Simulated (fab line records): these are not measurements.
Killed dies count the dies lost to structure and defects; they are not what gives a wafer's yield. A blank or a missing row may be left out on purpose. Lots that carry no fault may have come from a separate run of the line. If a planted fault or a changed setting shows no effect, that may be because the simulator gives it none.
Which tool is to blame? || flow rit cmos || 14 lots with 42 wafers sampled at 2 steps, on a route of 202 steps

WHAT THE GAUGES READ, wafer by wafer
RIT_GATE_THK_MEAS_07.
{"lot": "L505", "measured": "day 2 20:31", "on": "film metro-03", "GATE_OXIDE_THK (nm)": "3.04 3.04 3.02"}
{"lot": "L506", "measured": "day 3 00:13", "on": "film metro-01", "GATE_OXIDE_THK (nm)": "2.94 2.96 2.88"}
{"lot": "L507", "measured": "day 3 03:01", "on": "film metro-04", "GATE_OXIDE_THK (nm)": "3.09 3.02 3.03"}
{"lot": "L509", "measured": "day 3 11:53", "on": "film metro-01", "GATE_OXIDE_THK (nm)": "2.99 2.96 2.90"}
{"lot": "L510", "measured": "day 3 17:02", "on": "film metro-04", "GATE_OXIDE_THK (nm)": "2.93 3.01 2.97"}
{"lot": "L511", "measured": "day 3 20:39", "on": "film metro-04", "GATE_OXIDE_THK (nm)": "3.02 3.05 3.03"}
{"lot": "L513", "measured": "day 4 06:23", "on": "film metro-01", "GATE_OXIDE_THK (nm)": "2.94 2.93 3.00"}
{"lot": "L516", "measured": "day 4 22:01", "on": "film metro-04", "GATE_OXIDE_THK (nm)": "3.02 3.09 3.06"}
{"lot": "L521", "measured": "day 5 22:24", "on": "film metro-03", "GATE_OXIDE_THK (nm)": "4.87 4.83 4.91"}
{"lot": "L522", "measured": "day 6 03:20", "on": "film metro-03", "GATE_OXIDE_THK (nm)": "4.81 4.86 4.96"}
{"lot": "L523", "measured": "day 6 08:24", "on": "film metro-04", "GATE_OXIDE_THK (nm)": "3.01 3.10 3.02"}
{"lot": "L524", "measured": "day 6 13:35", "on": "film metro-03", "GATE_OXIDE_THK (nm)": "3.05 3.01 3.02"}
{"lot": "L526", "measured": "day 6 23:38", "on": "film metro-03", "GATE_OXIDE_THK (nm)": "3.02 2.94 2.97"}
{"lot": "L527", "measured": "day 7 04:47", "on": "film metro-04", "GATE_OXIDE_THK (nm)": "3.19 3.20 3.16"}

EACH LOT AND THE TOOL THAT RAN IT (in order: tool; ch and the chambers of the sampled wafers; start)
{"lot": "L505", "RIT_GATE_OXIDATION_05": "furnace-01 ch 0, day 2 19:12"}
{"lot": "L506", "RIT_GATE_OXIDATION_05": "furnace-02 ch 0, day 2 22:53"}
{"lot": "L507", "RIT_GATE_OXIDATION_05": "furnace-01 ch 0, day 3 01:22"}
{"lot": "L509", "RIT_GATE_OXIDATION_05": "furnace-02 ch 0, day 3 10:31"}
{"lot": "L510", "RIT_GATE_OXIDATION_05": "furnace-02 ch 0, day 3 15:42"}
{"lot": "L511", "RIT_GATE_OXIDATION_05": "furnace-04 ch 0, day 3 19:19"}
{"lot": "L513", "RIT_GATE_OXIDATION_05": "furnace-02 ch 0, day 4 05:03"}
{"lot": "L516", "RIT_GATE_OXIDATION_05": "furnace-01 ch 0, day 4 20:41"}
{"lot": "L521", "RIT_GATE_OXIDATION_05": "furnace-01 ch 0, day 5 21:03"}
{"lot": "L522", "RIT_GATE_OXIDATION_05": "furnace-01 ch 0, day 6 02:01"}
{"lot": "L523", "RIT_GATE_OXIDATION_05": "furnace-04 ch 0, day 6 07:04"}
{"lot": "L524", "RIT_GATE_OXIDATION_05": "furnace-04 ch 0, day 6 12:03"}
{"lot": "L526", "RIT_GATE_OXIDATION_05": "furnace-04 ch 0, day 6 22:19"}
{"lot": "L527", "RIT_GATE_OXIDATION_05": "furnace-04 ch 0, day 7 03:28"}
- RIT_GATE_OXIDATION_05: target thk 3 nm, ox time 270 s.

WHAT THE TOOLS THEMSELVES READ (means of the sampled wafers that have a number; where no wafer has one, the mark that the record gives instead)
RIT_GATE_OXIDATION_05.
{"lot": "L505", "tool": "furnace-01", "zone power source pct (%)": 28.8}
{"lot": "L506", "tool": "furnace-02", "zone power source pct (%)": 28.2}
{"lot": "L507", "tool": "furnace-01", "zone power source pct (%)": 28.6}
{"lot": "L509", "tool": "furnace-02", "zone power source pct (%)": 27.9}
{"lot": "L510", "tool": "furnace-02", "zone power source pct (%)": 28.2}
{"lot": "L511", "tool": "furnace-04", "zone power source pct (%)": 23.1}
{"lot": "L513", "tool": "furnace-02", "zone power source pct (%)": 28.0}
{"lot": "L516", "tool": "furnace-01", "zone power source pct (%)": 28.5}
{"lot": "L521", "tool": "furnace-01", "zone power source pct (%)": 28.6}
{"lot": "L522", "tool": "furnace-01", "zone power source pct (%)": 28.6}
{"lot": "L523", "tool": "furnace-04", "zone power source pct (%)": 22.9}
{"lot": "L524", "tool": "furnace-04", "zone power source pct (%)": 22.7}
{"lot": "L526", "tool": "furnace-04", "zone power source pct (%)": 23.0}
{"lot": "L527", "tool": "furnace-04", "zone power source pct (%)": 22.9}

THE ANSWER, worked out from the rows above alone
Rule: usual is defined by the lots themselves. Put in order of their means at a reading, lots are off if they are a third of the lots or fewer, leave a main group of 4 or more, and stand apart from it by a gap of 3 or more times the standard deviation of the main group's means; of several such gaps the widest counts. A main group is skipped when, at the precision printed for the reading in the tables above, its means are all equal. Also off: a lot with no number at a reading for which 4 or more lots have one. All remaining lots with rows at the step are treated as sound. After the gauges, taken in route order, come the tools' own readings; for these a lot's mean is taken, as printed above. The first step at which some lot is off is used, and at that step the reading that is off furthest; a lot without a number counts as furthest.
Off: L521, L522, seen at RIT_GATE_THK_MEAS_07 (GATE_OXIDE_THK). The main group has a mean of 3.02 nm with a standard deviation of 0.066.
If a tool, at a process step before that reading, ran all the lots that are off and no sound lot after the first of them, it fits. The gauges at RIT_GATE_THK_MEAS_07 are tried like those tools. One candidate fits, namely furnace-01 at RIT_GATE_OXIDATION_05. Its last sound lot is L516 (day 4 20:41), its first lot that is off L521 (day 5 21:03): a fault that began between those two fits.

WHAT WAS PUT IN BY THE SIMULATOR
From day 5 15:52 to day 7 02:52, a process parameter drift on furnace-01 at RIT_GATE_OXIDATION_05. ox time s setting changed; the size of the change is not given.
Lots struck among those shown: L521, L522. The rule above found the same.
